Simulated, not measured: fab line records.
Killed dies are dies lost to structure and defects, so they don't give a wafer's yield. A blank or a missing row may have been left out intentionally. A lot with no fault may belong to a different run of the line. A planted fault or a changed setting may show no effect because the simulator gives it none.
fab line records	flow rit_cmos
record: lots: 7	wafers: 21	last_day: 8
route steps=202 shown NWELL@38 PWELL@39 WELLDRIVE@50 NRETRO@53 M1@202
lots that met no fault: from a run of the same line without faults
start_h: hours from the record's first day to the start of the lot's first wafer shown	wait_h: hours since the lot's step before	" unchanged from the row above	L1.1+2: a single row standing in for several wafers	- either no value or no given start	* or withheld: withheld	< > ~ a bound
route shown NAME@n: NAME is a module with steps in the file, n the number in the route of the first one	usual: mean and standard deviation over wafers with no fault	same: alike in all rows	chamber/n: place in a boat	sites: per-site readings	_std_site: the standard deviation of these	_edge_site: mean of outer sites minus mean of inner sites	radius_mm: for every site, how far away it sits from the centre of the wafer	mask NAME#n: copy n	behind: the last tool/chamber to shape the wafer	hold: why the lot was held/for how many hours/how that ended	device: transistor that didn't switch, given as n, p or np	end of line: tests of these same wafers at the route's end	where a step has no rows: the recipe by itself	killed: at the first sort, the dies lost to defects and structure; wafer yield is something else	map: the dies of a wafer, with x for killed, . for not killed, _ for no die there
set.NAME: the setting the step ran with; set.NAME@STEP: the setting that earlier step ran with	model.NAME: the simulator's own value behind a step, which no gauge read
lots seen at some steps along the route; tables by step, rows by wafer
services: from which hour (start_h, from the record's first day; less than 0 if before it) a tool's chamber was out of use, for how many hours, and why
== steps ==
step: RIT_NWELL_TW_MEAS_10
usual: NWELL_TW: 2141/20
lot.wafer	tool	chamber	start_h	wait_h	NWELL_TW
L213.1	film_metro-02	-	31.48	0.1	2136
L213.3	"	-	"	"	2131
L213.5	"	-	"	"	2135
L222.3	film_metro-04	-	72.14	0.1	2118
L222.4	"	-	"	"	2121
L222.5	"	-	"	"	2127
L226.3	film_metro-03	-	93.79	0.1	2163
L226.4	"	-	"	"	2168
L226.5	"	-	"	"	2170
L228.1	film_metro-02	-	102.41	0.1	2157
L228.4	"	-	"	"	2169
L228.6	"	-	"	"	2164
L229.1	film_metro-04	-	108.09	0.1	2104
L229.3	"	-	"	"	2118
L229.4	"	-	"	"	2109
L230.2	film_metro-02	-	111.64	0.1	2167
L230.3	"	-	"	"	2158
L230.5	"	-	"	"	2156
L235.2	film_metro-03	-	144.22	0.1	2148
L235.3	"	-	"	"	2155
L235.5	"	-	"	"	2149
step: RIT_PWELL_HMDS_00
recipe: prime_time_s: 60	prime_temp_c: 140
step: RIT_PWELL_COAT_01
recipe: resist: NOVOLAK	spin_rpm: 2000	resist_thk_nm: 1300
step: RIT_PWELL_SOFTBAKE_02
recipe: resist: NOVOLAK	temp_c: 90	time_s: 60
step: RIT_PWELL_EXPOSE_03
recipe: mask_id: M3	na: 0.57	target_cd_nm: 43700	dose_mj: 250
step: RIT_PWELL_PEB_04
recipe: resist: NOVOLAK	temp_c: withheld	time_s: withheld
step: RIT_PWELL_DEVELOP_05
recipe: resist: NOVOLAK	develop_time_s: 68	dev_temp_c: 23
step: RIT_PWELL_OVL_MEAS_06
usual: PWELL_OVL: -1.6/1.3
lot.wafer	tool	chamber	start_h	wait_h	PWELL_OVL[nm]
L213.1	overlay-01	-	32.62	-	-0.9
L213.3	"	-	"	"	-0.8
L213.5	"	-	"	"	-0.2
L222.3	overlay-02	-	73.23	-	-3.5
L222.4	"	-	"	"	-2.5
L222.5	"	-	"	"	-2.1
L226.3	overlay-02	-	94.81	-	-2.1
L226.4	"	-	"	"	-2.3
L226.5	"	-	"	"	-2.6
L228.1	overlay-01	-	103.64	-	-3.2
L228.4	"	-	"	"	-1.6
L228.6	"	-	"	"	-4.4
L229.1	overlay-01	-	109.16	-	-3.3
L229.3	"	-	"	"	-1.7
L229.4	"	-	"	"	0.0
L230.2	overlay-02	-	112.64	-	-0.5
L230.3	"	-	"	"	-2.4
L230.5	"	-	"	"	-1.4
L235.2	overlay-01	-	145.28	-	-1.2
L235.3	"	-	"	"	-1.8
L235.5	"	-	"	"	-0.4
step: RIT_PWELL_HARDBAKE_07
recipe: resist: NOVOLAK	temp_c: 140	time_s: 120
step: RIT_PWELL_IMPLANT_08
recipe: species: B	energy_kev: 170	dose_cm2: 7e+13	tilt_deg: 7
step: RIT_PWELL_STRIP_09
recipe: chemistry: O2	time_s: 180	resist: NOVOLAK	platen_temp_c: withheld	power_w: 500	pressure_mtorr: 4000	o2_flow_sccm: 4000
usual: chamber_pressure_mTorr: 4000/4.3	drypump_motor_current_A: 5.95/0.25
lot.wafer	tool	chamber	start_h	wait_h	chamber_pressure_mTorr	drypump_motor_current_A	rf_hours_counter_h
L213.1	plasma_asher-03	0	33.06	0.1	3994	6.00	38
L213.3	"	1	"	"	3993	5.93	-
L213.5	"	1	"	"	4000	5.92	-
L222.3	plasma_asher-03	1	73.71	0.1	4002	5.93	-
L222.4	"	0	"	"	3998	6.05	-
L222.5	"	1	"	"	4001	5.92	-
L226.3	plasma_asher-03	0	95.29	0.1	3998	6.02	-
L226.4	"	1	"	"	3997	5.92	-
L226.5	"	1	"	"	4000	5.92	-
L228.1	plasma_asher-03	0	104.14	0.1	4004	6.02	46
L228.4	"	1	"	"	3998	5.94	-
L228.6	"	0	"	"	4001	6.03	-
L229.1	plasma_asher-02	0	109.59	0.1	3999	5.51	48
L229.3	"	0	"	"	4003	5.51	-
L229.4	"	1	"	"	4000	5.63	-
L230.2	plasma_asher-04	0	113.07	0.1	3998	6.15	47
L230.3	"	1	"	"	4000	6.29	-
L230.5	"	0	"	"	4001	6.16	-
L235.2	plasma_asher-03	1	145.71	0.1	3999	5.92	3
L235.3	"	1	"	"	4002	5.92	-
L235.5	"	1	"	"	4001	5.93	-
step: RIT_PWELL_TW_MEAS_10
usual: PWELL_TW: 953/7.2
lot.wafer	tool	chamber	start_h	wait_h	PWELL_TW
L213.1	film_metro-02	-	33.24	0.1	955
L213.3	"	-	"	"	950
L213.5	"	-	"	"	950
L222.3	film_metro-02	-	73.84	0.1	955
L222.4	"	-	"	"	953
L222.5	"	-	"	"	955
L226.3	film_metro-02	-	95.42	0.1	955
L226.4	"	-	"	"	951
L226.5	"	-	"	"	945
L228.1	film_metro-03	-	104.31	0.1	953
L228.4	"	-	"	"	952
L228.6	"	-	"	"	954
L229.1	film_metro-02	-	109.77	0.1	964
L229.3	"	-	"	"	965
L229.4	"	-	"	"	960
L230.2	film_metro-03	-	113.25	0.1	951
L230.3	"	-	"	"	951
L230.5	"	-	"	"	955
L235.2	film_metro-02	-	145.89	0.1	959
L235.3	"	-	"	"	956
L235.5	"	-	"	"	956
step: RIT_WELLDRIVE_ANNEAL_00
recipe: temp_c: 1100	time_s: 14700	ambient: N2
usual: spike_tc_centre_C: 1101.8/1.5	zone_power_centre_pct: 53/6.4	zone_power_source_pct: 42.1/0.83
lot.wafer	tool	chamber	start_h	wait_h	spike_tc_centre_C	zone_power_centre_pct	zone_power_source_pct
L213.1	furnace-03	0	34.51	1.3	1102.9	45	42.7
L213.3	"	0	"	"	1103.3	44	43.3
L213.5	"	0	"	"	1103.1	45	42.1
L222.3	furnace-01	0	73.88	0.0	1100.8	55	41.4
L222.4	"	0	"	"	1099.7	55	41.0
L222.5	"	0	"	"	1102.6	56	41.7
L226.3	furnace-01	0	95.46	0.0	1065.1	36	44.2
L226.4	"	0	"	"	1065.2	36	44.3
L226.5	"	0	"	"	1066.2	36	45.1
L228.1	furnace-01	0	104.37	0.1	1067.2	37	45.4
L228.4	"	0	"	"	1066.1	36	45.6
L228.6	"	0	"	"	1066.4	36	44.9
L229.1	furnace-04	0	110.02	0.2	1100.6	64	43.4
L229.3	"	0	"	"	1099.5	63	42.9
L229.4	"	0	"	"	1100.1	63	43.4
L230.2	furnace-01	0	114.48	1.2	1065.2	36	44.8
L230.3	"	0	"	"	1067.3	36	45.8
L230.5	"	0	"	"	1065.5	36	43.9
L235.2	furnace-04	0	147.05	1.2	1101.1	63	43.3
L235.3	"	0	"	"	1100.8	64	43.6
L235.5	"	0	"	"	1100.5	63	43.4
step: RIT_WELLDRIVE_RS_MEAS_01
recipe: thk_meas_gauge: four-point-probe
usual: NWELL_RS: 275.9/0.72
lot.wafer	tool	chamber	start_h	wait_h	NWELL_RS[ohm/sq]
L213.1	film_metro-03	-	39.63	0.0	275.3
L213.3	"	-	"	"	275.9
L213.5	"	-	"	"	275.7
L222.3	film_metro-02	-	79.01	0.0	275.5
L222.4	"	-	"	"	275.6
L222.5	"	-	"	"	276.2
L226.3	film_metro-02	-	100.59	0.0	283.3
L226.4	"	-	"	"	287.1
L226.5	"	-	"	"	289.0
L228.1	film_metro-04	-	109.45	0.0	297.9
L228.4	"	-	"	"	301.4
L228.6	"	-	"	"	297.5
L229.1	film_metro-03	-	115.10	0.0	274.9
L229.3	"	-	"	"	275.6
L229.4	"	-	"	"	275.2
L230.2	film_metro-03	-	119.59	0.0	289.6
L230.3	"	-	"	"	286.2
L230.5	"	-	"	"	280.0
L235.2	film_metro-04	-	152.16	0.0	276.0
L235.3	"	-	"	"	276.7
L235.5	"	-	"	"	275.9
step: RIT_WELLDRIVE_RS_MEAS_02
recipe: thk_meas_gauge: four-point-probe
usual: PWELL_RS: 429.9/1.4
lot.wafer	tool	chamber	start_h	wait_h	PWELL_RS[ohm/sq]
L213.1	film_metro-03	-	39.75	0.1	429.3
L213.3	"	-	"	"	431.2
L213.5	"	-	"	"	430.5
L222.3	film_metro-02	-	79.13	0.1	429.8
L222.4	"	-	"	"	430.0
L222.5	"	-	"	"	429.6
L226.3	film_metro-02	-	100.71	0.1	437.1
L226.4	"	-	"	"	438.8
L226.5	"	-	"	"	442.3
L228.1	film_metro-04	-	109.57	0.1	452.3
L228.4	"	-	"	"	456.3
L228.6	"	-	"	"	452.6
L229.1	film_metro-03	-	115.22	0.1	427.4
L229.3	"	-	"	"	427.9
L229.4	"	-	"	"	428.4
L230.2	film_metro-03	-	119.71	0.1	446.6
L230.3	"	-	"	"	443.9
L230.5	"	-	"	"	438.1
L235.2	film_metro-04	-	152.28	0.1	429.9
L235.3	"	-	"	"	429.0
L235.5	"	-	"	"	429.9
step: RIT_NRETRO_HMDS_00
recipe: prime_time_s: 60	prime_temp_c: 140
step: RIT_M1_PROBE_99
usual: killed_at_contacts: 0.0/0.2	killed_at_front_end: 7/3	killed_dies: 7/3	killed_open: 3.4/1.8	killed_short: 3.8/2.1
same: gross_dies: 264	killed_at_M0_to_M3: 0	killed_at_M4_up: 0	killed_at_back_side: 0	killed_at_other: 0
lot.wafer	tool	chamber	start_h	wait_h	killed_at_contacts	killed_at_front_end	killed_dies	killed_open	killed_short
L226.3	prober-02	-	129.09	0.2	0	9	9	4	5
L226.4	prober-02	-	129.14	0.2	0	5	5	3	2
L226.5	prober-02	-	129.19	0.2	0	4	4	2	2
L228.1	prober-02	-	140.10	0.1	0	5	5	2	3
L228.4	prober-02	-	140.25	0.2	0	8	8	3	5
L228.6	prober-02	-	140.35	0.2	0	5	5	1	4
L229.1	prober-01	-	149.11	0.1	0	11	11	4	6
L229.3	prober-01	-	149.21	0.2	0	15	15	5	8
L229.4	prober-01	-	149.26	0.2	0	13	13	6	7
L230.2	prober-02	-	156.38	0.1	0	8	8	5	3
L230.3	prober-02	-	156.43	0.2	0	2	2	0	2
L230.5	prober-02	-	156.53	0.2	0	6	6	3	3
killed by level:class
L226.3 SPACER:geometric_particle:short=3 FOX1:geometric_particle:open=1 FOX2:geometric_particle:open=1 GATE:geometric_particle:short=1 REOX:geometric_particle:short=1 SPACER:geometric_particle:open=1 SILICIDE:geometric_particle:open=1
L226.4 GATE:geometric_particle:open=3 FOX2:geometric_particle:short=1 GATE:geometric_particle:short=1
L226.5 GATE:geometric_particle:open=1 REOX:geometric_particle:open=1 SPACER:geometric_particle:short=1 SILICIDE:geometric_particle:short=1
L228.1 FOX1:geometric_particle:open=1 FOX1:geometric_particle:short=1 FOX2:geometric_particle:short=1 GATE:geometric_particle:open=1 REOX:geometric_particle:short=1
L228.4 FOX2:geometric_particle:short=2 GATE:geometric_particle:open=2 FOX1:geometric_particle:open=1 FOX1:geometric_particle:short=1 GATE:geometric_particle:short=1 REOX:geometric_particle:short=1
L228.6 GATE:geometric_particle:short=3 REOX:geometric_particle:open=1 REOX:geometric_particle:short=1
L229.1 GATE:geometric_particle:short=3 SPACER:geometric_particle:open=3 FOX2:geometric_particle:short=1 GATE:geometric_particle:open=1 SPACER:geometric_particle:short=1 SILICIDE:geometric_particle:short=1 PSD:coat_microbubble_printed=1
L229.3 FOX2:geometric_particle:open=5 SILICIDE:geometric_particle:short=3 GATE:geometric_particle:short=2 PSD:coat_microbubble_printed=2 FOX2:geometric_particle:short=1 REOX:geometric_particle:short=1 SPACER:geometric_particle:short=1
L229.4 GATE:geometric_particle:short=4 GATE:geometric_particle:open=3 REOX:geometric_particle:short=2 SILICIDE:geometric_particle:open=2 FOX1:geometric_particle:open=1 FOX2:geometric_particle:short=1
L230.2 FOX1:geometric_particle:short=3 GATE:geometric_particle:open=2 FOX1:geometric_particle:open=1 REOX:geometric_particle:open=1 SILICIDE:geometric_particle:open=1
L230.3 GATE:geometric_particle:short=2
L230.5 GATE:geometric_particle:open=3 GATE:geometric_particle:short=3
== services ==
tool	chamber	start_h	hours	kind
plasma_asher-04	-	12.91	14.6	pm
furnace-01	-	14.88	3.8	pm
furnace-03	-	16.20	3.5	pm
furnace-03	-	19.74	6.5	pm
furnace-01	-	63.13	2.2	pm
plasma_asher-03	-	76.25	2.9	repair
plasma_asher-04	-	78.88	2.8	pm
plasma_asher-03	-	108.75	9.0	pm
plasma_asher-03	0	108.75	9.0	vent_cycle
plasma_asher-03	1	108.75	9.0	vent_cycle
plasma_asher-03	-	116.03	0.7	repair
plasma_asher-03	0	117.75	-	clean
plasma_asher-03	1	117.75	-	clean
furnace-03	-	133.39	4.1	pm
== key ==
first_sign: step: RIT_WELLDRIVE_ANNEAL_00	reading: spike_tc_centre_C	direction: down	sigmas: 24	usual: 1101.8	struck: 1066.0
effect: step: RIT_WELLDRIVE_ANNEAL_00	reading: zone_power_source_pct	direction: up	sigmas: 3.4	usual: 42.1	struck: 44.9
effect: step: RIT_WELLDRIVE_RS_MEAS_01	reading: NWELL_RS	direction: up	sigmas: 20	usual: 275.9	struck: 290.2
effect: step: RIT_WELLDRIVE_RS_MEAS_02	reading: PWELL_RS	direction: up	sigmas: 11	usual: 429.9	struck: 445.3
met_at RIT_WELLDRIVE_ANNEAL_00
struck_wafers L226.3,L226.4,L226.5,L228.1,L228.4,L228.6,L230.2,L230.3,L230.5
tester_left_out L226,L228,L230
fault: kind: process_parameter_drift	tool: furnace-01	chamber: -	onset_h: 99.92	steps: RIT_WELLDRIVE_ANNEAL_00	channel: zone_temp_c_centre	offset: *	shape: step	end_h: 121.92
tester_left_out: of these lots the tester's yield and bins aren't shown, on N5 and GAA mostly nor the transistor test; their killed dies are dies lost to structure and defects alone, not to doping, threshold or leakage, so they don't give the yield
